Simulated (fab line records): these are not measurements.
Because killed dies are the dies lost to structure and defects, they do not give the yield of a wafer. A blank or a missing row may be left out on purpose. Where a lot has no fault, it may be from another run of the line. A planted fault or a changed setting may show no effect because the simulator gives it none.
fab line records + flow berkeleyCmos170
record:
- lots: 6
- wafers: 18
- lastDay: 12
route steps=331 shown SCREENOX@100 NVT@104 PVT@115 GATE@125
lots with no fault: from the same line, run without faults
startH: the number of hours between the record's first day and the start of the first shown wafer of the lot + waitH: hours from the lot's prior step to this one + " as in the row above + L1.1+2: several wafers, shown together as one row + - no value, or no start given + * or withheld: withheld + < > ~ a bound
route shown NAME@n: a module of which the file shows steps, and the number in the route of the first + usual: mean and standard deviation over wafers with no fault + same: alike in all rows + chamber/n: place in a boat + sites: per-site readings + _std_site: standard deviation across them + _edge_site: outer sites' mean less inner sites' + radiusMm: for every site, how far away it sits from the centre of the wafer + mask NAME#n: copy n + behind: tool/chamber where the wafer was last shaped + hold: cause of the lot's hold/its duration in hours/its outcome + device: transistor that didn't switch, given as n, p or np + end of line: tests run on the same wafers once the route is complete + a step with no rows: only its recipe + killed: not the wafer's yield, but the dies lost to structure and defects at the first sort + map: a wafer's dies, x killed, . not, _ none there
set.NAME: the run value of the setting; set.NAME@STEP: its run value at that earlier step + model.NAME: the simulator's own value behind a step, which no gauge read
a table for each step, a row for each wafer; lots at some steps of the route
services: a tool's chamber out of use, with start hour (startH, from the record's first day; less than 0 if before it), hours out, and reason
== steps ==
step: UCB170_SCREENOX_WET_ETCH_00
recipe:
- chemistry: dHF
- dilution: 25:1
- target: SiO2
- tempC: 25
- timeS: 200
step: UCB170_SCREENOX_OXIDATION_01
recipe:
- tempC: 900
- ambient: O2
- targetThkA: 144
- oxTimeS: 2400
step: UCB170_SCREENOX_THK_MEAS_02
recipe:
- reads: SiO2_of_SCREENOX_OXIDATION_01
usual:
- SCREENOX_OXIDE_THK: 14.34/0.23
| lot.wafer | tool         | chamber | startH | waitH | SCREENOX_OXIDE_THK[nm] |
|-----------|--------------|---------|--------|-------|------------------------|
| L733.1    | filmMetro-04 | -       | 103.31 | 0.0   | 14.56                  |
| L733.5    | "            | -       | "      | "     | 14.56                  |
| L733.6    | "            | -       | "      | "     | 14.25                  |
| L737.1    | filmMetro-04 | -       | 131.23 | 0.0   | 14.46                  |
| L737.2    | "            | -       | "      | "     | 14.47                  |
| L737.3    | "            | -       | "      | "     | 14.53                  |
| L735.1    | filmMetro-01 | -       | 131.25 | 0.0   | 13.95                  |
| L735.2    | "            | -       | "      | "     | 14.00                  |
| L735.3    | "            | -       | "      | "     | 13.82                  |
| L738.3    | filmMetro-03 | -       | 131.25 | 0.0   | 14.52                  |
| L738.4    | "            | -       | "      | "     | 14.72                  |
| L738.5    | "            | -       | "      | "     | 14.59                  |
| L740.1    | filmMetro-03 | -       | 150.19 | 0.0   | 14.17                  |
| L740.4    | "            | -       | "      | "     | 14.37                  |
| L740.5    | "            | -       | "      | "     | 14.42                  |
| L754.1    | filmMetro-04 | -       | 223.49 | 0.0   | 14.38                  |
| L754.5    | "            | -       | "      | "     | 14.15                  |
| L754.6    | "            | -       | "      | "     | 14.41                  |
step: UCB170_SCREENOX_ANNEAL_03
recipe:
- tempC: 900
- timeS: 900
- ambient: N2
step: UCB170_NVT_HMDS_00
recipe:
- primeTimeS: 60
- primeTempC: 100
step: UCB170_NVT_COAT_01
recipe:
- resist: KrF
- spinRpm: 1500
- resistThkNm: 900
step: UCB170_NVT_SOFTBAKE_02
recipe:
- resist: KrF
- tempC: 130
- timeS: 60
step: UCB170_NVT_EXPOSE_03
recipe:
- maskId: PWELL
- targetCdNm: 3000
- na: 0.5
- sigmaOuter: 0.6
- sourceShape: conventional
- doseMj: 30
step: UCB170_NVT_PEB_04
recipe:
- pebTempC: 130
- pebTimeS: withheld
- resist: KrF
step: UCB170_NVT_DEVELOP_05
recipe:
- developer: TMAH
- developTimeS: 45
- resist: KrF
- devTempC: 21
step: UCB170_NVT_OVL_MEAS_06
usual:
- NVT_OVL: 0/5.3
| lot.wafer | tool       | chamber | startH | waitH | NVT_OVL[nm] |
|-----------|------------|---------|--------|-------|-------------|
| L733.1    | overlay-01 | -       | 110.52 | -     | 1           |
| L733.5    | "          | -       | "      | "     | 2           |
| L733.6    | "          | -       | "      | "     | 7           |
| L737.1    | overlay-02 | -       | 140.60 | -     | 1           |
| L737.2    | "          | -       | "      | "     | -3          |
| L737.3    | "          | -       | "      | "     | 1           |
| L738.3    | overlay-01 | -       | 140.85 | -     | 5           |
| L738.4    | "          | -       | "      | "     | 3           |
| L738.5    | "          | -       | "      | "     | 3           |
| L735.1    | overlay-02 | -       | 140.96 | -     | -10         |
| L735.2    | "          | -       | "      | "     | -4          |
| L735.3    | "          | -       | "      | "     | -7          |
| L740.1    | overlay-01 | -       | 152.66 | -     | 2           |
| L740.4    | "          | -       | "      | "     | -1          |
| L740.5    | "          | -       | "      | "     | -3          |
| L754.1    | overlay-01 | -       | 230.16 | -     | 5           |
| L754.5    | "          | -       | "      | "     | 9           |
| L754.6    | "          | -       | "      | "     | 9           |
step: UCB170_NVT_IMPLANT_07
recipe:
- species: BF2
- doseCm2: 3e+12
- energyKev: 50
- tiltDeg: 7
step: UCB170_NVT_STRIP_08
recipe:
- chemistry: O2
- powerW: 400
- pressureMtorr: 3500
- platenTempC: withheld
- o2FlowSccm: 400
- overashFraction: 0.5
usual:
- chamberPressureMTorr: 3500/3.3
- drypumpMotorCurrentA: 5.6/0.34
- oesProductAu: 0.734/0.005
- stripTimeToEndpointS: 21.63/0.058
| lot.wafer | tool           | chamber | startH | waitH | chamberPressureMTorr | drypumpMotorCurrentA | oesProductAu | rfHoursCounterH | stripTimeToEndpointS | model.KrF_of_NVT_COAT_01.thkNm |
|-----------|----------------|---------|--------|-------|----------------------|----------------------|--------------|-----------------|----------------------|--------------------------------|
| L733.1    | plasmaAsher-01 | 0       | 110.71 | 0.1   | 3500                 | 5.3                  | 0.738        | 42              | 21.68                | 0                              |
| L733.5    | "              | 0       | "      | "     | 3501                 | 5.3                  | 0.733        | -               | 21.74                | 0                              |
| L733.6    | "              | 1       | "      | "     | 3499                 | 5.0                  | 0.734        | -               | 21.68                | 0                              |
| L737.1    | plasmaAsher-02 | 1       | 140.78 | 0.1   | 3494                 | 5.9                  | 0.731        | 35              | 21.66                | 0                              |
| L737.2    | "              | 0       | "      | "     | 3505                 | 5.6                  | 0.731        | 35              | 21.70                | 0                              |
| L737.3    | "              | 1       | "      | "     | 3498                 | 5.9                  | 0.738        | -               | 21.73                | 0                              |
| L738.3    | plasmaAsher-03 | 0       | 141.06 | 0.1   | -                    | -                    | -            | -               | -                    | 885.3                          |
| L738.4    | "              | 1       | "      | "     | -                    | -                    | -            | -               | -                    | 885                            |
| L738.5    | "              | 1       | "      | "     | -                    | -                    | -            | -               | -                    | 885.2                          |
| L735.1    | plasmaAsher-01 | 1       | 141.14 | 0.1   | -                    | -                    | -            | -               | -                    | 889                            |
| L735.2    | "              | 0       | "      | "     | -                    | -                    | -            | -               | -                    | 889                            |
| L735.3    | "              | 0       | "      | "     | -                    | -                    | -            | -               | -                    | 891.5                          |
| L740.1    | plasmaAsher-02 | 0       | 152.84 | 0.1   | 3509                 | 5.5                  | 0.734        | 36              | 21.58                | 0                              |
| L740.4    | "              | 1       | "      | "     | 3501                 | 5.9                  | 0.735        | -               | 21.61                | 0                              |
| L740.5    | "              | 1       | "      | "     | 3502                 | 5.9                  | 0.735        | -               | 21.62                | 0                              |
| L754.1    | plasmaAsher-01 | 0       | 230.35 | 0.1   | 3500                 | 5.3                  | 0.721        | 55              | 21.58                | 0                              |
| L754.5    | "              | 0       | "      | "     | 3504                 | 5.3                  | 0.724        | -               | 21.55                | 0                              |
| L754.6    | "              | 1       | "      | "     | 3503                 | 5.0                  | 0.737        | -               | 21.63                | 0                              |
step: UCB170_NVT_TW_MEAS_09
usual:
- NVT_TW: 524.3/2.3
| lot.wafer | tool         | chamber | startH | waitH | NVT_TW |
|-----------|--------------|---------|--------|-------|--------|
| L733.1    | filmMetro-03 | -       | 110.81 | 0.1   | 522.2  |
| L733.5    | "            | -       | "      | "     | 523.4  |
| L733.6    | "            | -       | "      | "     | 519.8  |
| L737.1    | filmMetro-04 | -       | 140.88 | 0.1   | 526.2  |
| L737.2    | "            | -       | "      | "     | 523.2  |
| L737.3    | "            | -       | "      | "     | 524.4  |
| L738.3    | filmMetro-02 | -       | 141.15 | 0.1   | 521.4  |
| L738.4    | "            | -       | "      | "     | 524.7  |
| L738.5    | "            | -       | "      | "     | 524.2  |
| L735.1    | filmMetro-03 | -       | 141.24 | 0.1   | 525.2  |
| L735.2    | "            | -       | "      | "     | 525.2  |
| L735.3    | "            | -       | "      | "     | 524.4  |
| L740.1    | filmMetro-04 | -       | 152.94 | 0.1   | 521.4  |
| L740.4    | "            | -       | "      | "     | 525.0  |
| L740.5    | "            | -       | "      | "     | 524.6  |
| L754.1    | filmMetro-03 | -       | 230.45 | 0.1   | 524.0  |
| L754.5    | "            | -       | "      | "     | 525.8  |
| L754.6    | "            | -       | "      | "     | 526.6  |
step: UCB170_NVT_CLEAN_10
recipe:
- chemistry: SPM
- tempC: 120
- timeS: 600
step: UCB170_PVT_HMDS_00
recipe:
- primeTimeS: 60
- primeTempC: 100
step: UCB170_PVT_COAT_01
recipe:
- resist: KrF
- spinRpm: 1500
- resistThkNm: 900
step: UCB170_PVT_SOFTBAKE_02
recipe:
- resist: KrF
- tempC: 130
- timeS: 60
step: UCB170_PVT_EXPOSE_03
recipe:
- maskId: NWELL
- targetCdNm: 3000
- na: 0.5
- sigmaOuter: 0.6
- sourceShape: conventional
- doseMj: 30
step: UCB170_PVT_PEB_04
recipe:
- pebTempC: 130
- pebTimeS: withheld
- resist: KrF
step: UCB170_PVT_DEVELOP_05
recipe:
- developer: TMAH
- developTimeS: 45
- resist: KrF
- devTempC: 21
step: UCB170_PVT_OVL_MEAS_06
usual:
- PVT_OVL: 4/4.9
| lot.wafer | tool       | chamber | startH | waitH | PVT_OVL[nm] |
|-----------|------------|---------|--------|-------|-------------|
| L733.1    | overlay-01 | -       | 112.10 | -     | 16          |
| L733.5    | "          | -       | "      | "     | 8           |
| L733.6    | "          | -       | "      | "     | 2           |
| L737.1    | overlay-01 | -       | 142.00 | -     | 6           |
| L737.2    | "          | -       | "      | "     | 16          |
| L737.3    | "          | -       | "      | "     | 7           |
| L738.3    | overlay-02 | -       | 142.23 | -     | 5           |
| L738.4    | "          | -       | "      | "     | 15          |
| L738.5    | "          | -       | "      | "     | 2           |
| L735.1    | overlay-02 | -       | 142.55 | -     | 10          |
| L735.2    | "          | -       | "      | "     | 13          |
| L735.3    | "          | -       | "      | "     | 10          |
| L740.1    | overlay-01 | -       | 154.74 | -     | 2           |
| L740.4    | "          | -       | "      | "     | -4          |
| L740.5    | "          | -       | "      | "     | -10         |
| L754.1    | overlay-01 | -       | 232.36 | -     | 1           |
| L754.5    | "          | -       | "      | "     | -1          |
| L754.6    | "          | -       | "      | "     | 2           |
step: UCB170_PVT_IMPLANT_07
recipe:
- species: P
- doseCm2: 2e+12
- energyKev: 30
- tiltDeg: 7
step: UCB170_PVT_STRIP_08
recipe:
- chemistry: O2
- powerW: 400
- pressureMtorr: 3500
- platenTempC: withheld
- o2FlowSccm: 400
- overashFraction: 0.5
usual:
- chamberPressureMTorr: 3500/3.1
- drypumpMotorCurrentA: 5.89/0.26
- oesProductAu: 0.734/0.0052
- stripTimeToEndpointS: 21.68/0.065
| lot.wafer | tool           | chamber | startH | waitH | chamberPressureMTorr | drypumpMotorCurrentA | oesProductAu | rfHoursCounterH | stripTimeToEndpointS |
|-----------|----------------|---------|--------|-------|----------------------|----------------------|--------------|-----------------|----------------------|
| L733.1    | plasmaAsher-03 | 0       | 112.29 | 0.1   | 3507                 | 5.78                 | 0.728        | 43              | 21.62                |
| L733.5    | "              | 1       | "      | "     | 3507                 | 5.90                 | 0.732        | -               | 21.64                |
| L733.6    | "              | 0       | "      | "     | 3501                 | 5.79                 | 0.725        | -               | 21.60                |
| L737.1    | plasmaAsher-04 | 1       | 142.18 | 0.1   | 3498                 | 6.45                 | 0.726        | 2               | 21.77                |
| L737.2    | "              | 0       | "      | "     | 3500                 | 5.78                 | 0.734        | 2               | 21.80                |
| L737.3    | "              | 0       | "      | "     | 3496                 | 5.80                 | 0.729        | -               | 21.76                |
| L738.3    | plasmaAsher-02 | 0       | 142.44 | 0.1   | 3496                 | 5.55                 | 0.736        | -               | 47.92                |
| L738.4    | "              | 1       | "      | "     | 3502                 | 5.93                 | 0.736        | -               | 47.92                |
| L738.5    | "              | 0       | "      | "     | 3499                 | 5.56                 | 0.734        | -               | 47.91                |
| L735.1    | plasmaAsher-04 | 0       | 142.73 | 0.1   | 3501                 | 5.84                 | 0.741        | 2               | 48.07                |
| L735.2    | "              | 1       | "      | "     | 3497                 | 6.44                 | 0.732        | 2               | 48.01                |
| L735.3    | "              | 0       | "      | "     | 3504                 | 5.80                 | 0.733        | -               | 48.15                |
| L740.1    | plasmaAsher-03 | 1       | 154.92 | 0.1   | 3502                 | 5.89                 | 0.732        | 47              | 21.70                |
| L740.4    | "              | 0       | "      | "     | 3502                 | 5.79                 | 0.739        | -               | 21.61                |
| L740.5    | "              | 1       | "      | "     | 3500                 | 5.89                 | 0.729        | -               | 21.61                |
| L754.1    | plasmaAsher-02 | 0       | 232.54 | 0.1   | 3501                 | 5.55                 | 0.729        | 46              | 21.71                |
| L754.5    | "              | 0       | "      | "     | 3501                 | 5.55                 | 0.728        | -               | 21.66                |
| L754.6    | "              | 1       | "      | "     | 3502                 | 5.91                 | 0.743        | -               | 21.71                |
step: UCB170_PVT_TW_MEAS_09
usual:
- PVT_TW: 508.4/2.4
| lot.wafer | tool         | chamber | startH | waitH | PVT_TW |
|-----------|--------------|---------|--------|-------|--------|
| L733.1    | filmMetro-02 | -       | 112.39 | 0.1   | 510.6  |
| L733.5    | "            | -       | "      | "     | 511.2  |
| L733.6    | "            | -       | "      | "     | 508.9  |
| L737.1    | filmMetro-01 | -       | 142.28 | 0.1   | 508.6  |
| L737.2    | "            | -       | "      | "     | 512.3  |
| L737.3    | "            | -       | "      | "     | 511.8  |
| L738.3    | filmMetro-04 | -       | 142.52 | 0.1   | 29.8   |
| L738.4    | "            | -       | "      | "     | 29.8   |
| L738.5    | "            | -       | "      | "     | 29.9   |
| L735.1    | filmMetro-02 | -       | 142.83 | 0.1   | 30.0   |
| L735.2    | "            | -       | "      | "     | 29.9   |
| L735.3    | "            | -       | "      | "     | 30.0   |
| L740.1    | filmMetro-02 | -       | 155.02 | 0.1   | 507.9  |
| L740.4    | "            | -       | "      | "     | 508.8  |
| L740.5    | "            | -       | "      | "     | 509.5  |
| L754.1    | filmMetro-02 | -       | 232.64 | 0.1   | 508.4  |
| L754.5    | "            | -       | "      | "     | 507.8  |
| L754.6    | "            | -       | "      | "     | 507.4  |
step: UCB170_GATE_WET_ETCH_00
recipe:
- chemistry: dHF
- dilution: 25:1
- target: SiO2
- tempC: 25
- timeS: 200
== services ==
| tool           | chamber | startH | hours | kind      |
|----------------|---------|--------|-------|-----------|
| plasmaAsher-04 | -       | 108.77 | 9.0   | pm        |
| plasmaAsher-04 | 0       | 108.77 | 9.0   | ventCycle |
| plasmaAsher-04 | 1       | 108.77 | 9.0   | ventCycle |
| plasmaAsher-04 | 0       | 117.77 | -     | clean     |
| plasmaAsher-04 | 1       | 117.77 | -     | clean     |
| plasmaAsher-04 | -       | 164.98 | 2.8   | pm        |
== key ==
firstSign:
- step: UCB170_NVT_STRIP_08
- reading: toolRecord
- direction: missing
effect:
- step: UCB170_PVT_STRIP_08
- reading: stripTimeToEndpointS
- direction: up
- sigmas: 99+
- usual: *
- struck: *
effect:
- step: UCB170_PVT_TW_MEAS_09
- reading: PVT_TW
- direction: down
- sigmas: 99+
- usual: 508.4
- struck: 29.9
modelEffect:
- step: UCB170_NVT_STRIP_08
- value: KrF_of_NVT_COAT_01.thkNm
- without: 0
- struck: 887.5
metAt UCB170_NVT_STRIP_08
struckWafers L735.1,L735.2,L735.3,L738.3,L738.4,L738.5
sortLeftOut L735.1,L735.2,L735.3,L738.3,L738.4,L738.5
testerLeftOut L735,L738
onsetBetween 110.71 141.06
fault:
- kind: skippedStepWhole
- tool: plasmaAsher-01,plasmaAsher-03
- chamber: -
- onsetH: 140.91
- steps: UCB170_NVT_STRIP_08
- scope: struckLotsOnly
testerLeftOut: of these lots the tester's yield and bins aren't shown, on N5 and GAA mostly nor the transistor test; their killed dies are dies lost to structure and defects alone, not to doping, threshold or leakage, so they don't give the yield
sortLeftOut: the simulated sort isn't trusted on such a fault, so these wafers' sort isn't shown, and their yield isn't known
